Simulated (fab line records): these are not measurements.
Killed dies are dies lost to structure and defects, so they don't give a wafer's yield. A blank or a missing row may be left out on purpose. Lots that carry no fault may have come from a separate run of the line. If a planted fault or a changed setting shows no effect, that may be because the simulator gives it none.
Split-lot experiment -- flow ritCmos -- route with 202 steps; 5 lots, 23 wafers read

## ON THE SPLIT
At RIT_PWELL_COAT_01 (resist thk 1300 nm), the setting resistThkNm was moved away from the recipe's 1300 nm on 7 of the 23 wafers read, by -4.7% to +2.9%. This setting was run at the recipe's value on the other wafers.

## FROM THE SPLIT TO THE READING: what the file shows between them, 3 steps
- RIT_PWELL_SOFTBAKE_02: time 60 s
- RIT_PWELL_EXPOSE_03: exposes mask M3, target cd 43700 nm
- RIT_PWELL_DEVELOP_05: develop time 68 s

## THE READING
NOVOLAK_of_PWELL_COAT_01.thkNm (the simulator's own value, which no gauge read), in nm, at RIT_PWELL_HARDBAKE_07 (time 120 s). The file does not state a usual value for it. Here, 16 wafers ran the recipe; their average is 1138 nm with a standard deviation of 2.9 nm.

wafer,"tool, chamber at the split","resistThkNm as run, nm",against the recipe,"NOVOLAK_of_PWELL_COAT_01.thkNm, nm",against lot-mates on the recipe
L076.2,"lithoTrack-02, 0",1239,-4.7%,1083,-50
L076.5,"lithoTrack-02, 0",1239,-4.7%,1083,-50
L076.6,"lithoTrack-02, 0",1239,-4.7%,1083,-50
L076.3,"lithoTrack-02, 0",1300,recipe,1133,-
L076.4,"lithoTrack-02, 0",1300,recipe,1133,-
L078.1,"lithoTrack-02, 0",1300,recipe,1138,-
L078.2,"lithoTrack-02, 0",1300,recipe,1142,-
L078.3,"lithoTrack-02, 0",1300,recipe,1140,-
L078.4,"lithoTrack-02, 0",1300,recipe,1140,-
L078.5,"lithoTrack-02, 0",1300,recipe,1139,-
L080.1,"lithoTrack-02, 0",1300,recipe,1138,-
L080.2,"lithoTrack-02, 0",1338,+2.9%,1173,+32
L080.3,"lithoTrack-02, 0",1338,+2.9%,1173,+32
L080.5,"lithoTrack-02, 0",1300,recipe,1141,-
L080.6,"lithoTrack-02, 0",1300,recipe,1144,-
L082.1,"lithoTrack-01, 0",1300,recipe,1141,-
L082.2,"lithoTrack-01, 0",1244,-4.3%,1087,-52
L082.4,"lithoTrack-01, 0",1244,-4.3%,1092,-47
L082.5,"lithoTrack-01, 0",1300,recipe,1138,-
L082.6,"lithoTrack-01, 0",1300,recipe,1138,-
L083.2,"lithoTrack-02, 0",1300,recipe,1139,-
L083.4,"lithoTrack-02, 0",1300,recipe,1137,-
L083.6,"lithoTrack-02, 0",1300,recipe,1135,-

FIT RESULTS
A straight line over all 23 wafers: NOVOLAK_of_PWELL_COAT_01.thkNm changes by +11.7 nm for each +1% of resistThkNm; r = +0.99; the points scatter about the line by 2.7 nm.
The same after taking each lot's own level away (the mean of its wafers on the recipe; 23 wafers): +11 nm for each +1%; r = +1.00; scatter 1.8 nm.
On that fit, the largest move of resistThkNm shifts the reading by 51 nm.
Across the lots, their own levels run from 1133.0 to 1141.0 nm, a range of 2.7 times the standard deviation given above.
So the lot-to-lot level changes the slope little: the two slopes agree.
Check: -51.7 nm against its lot-mates is what the line predicts for one of the wafers moved furthest among these (-4.7%) when that wafer is left out of the fit. Against them it came out at -50 nm.

## OTHER SPLITS APPLIED TO THESE WAFERS
Note: prior to the reading, these wafers also went through further splits. Each is held against what the fit with the lots' levels taken away leaves over:
other split on the same wafers,wafers away from the commonest value,r with NOVOLAK_of_PWELL_COAT_01.thkNm (lot level and that fit taken away)
RIT_ACTIVE_CVD_03 nh3FlowSccm,10,-0.08
RIT_ACTIVE_CLEAN_15 timeS,15,-0.18
RIT_NWELL_SOFTBAKE_02 tempC,11,+0.25
RIT_NWELL_IMPLANT_08 doseCm2,7,+0.21

## THE WHOLE CHAIN: every reading that the file lists as answering this split, in the file's order
step,what it does,reading,change (the file's fit),r (the file's)
RIT_PWELL_COAT_01,resist thk 1300 nm,"NOVOLAK_of_PWELL_COAT_01.thkNm (the simulator's own value, which no gauge read)",+12.8 nm for each +1% of the setting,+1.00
RIT_PWELL_HARDBAKE_07,time 120 s,"NOVOLAK_of_PWELL_COAT_01.thkNm (the simulator's own value, which no gauge read)",+11 nm for each +1% of the setting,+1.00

## THE FILE'S OWN FIT
NOVOLAK_of_PWELL_COAT_01.thkNm changes by +11 nm for each +1% of resistThkNm, r = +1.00.
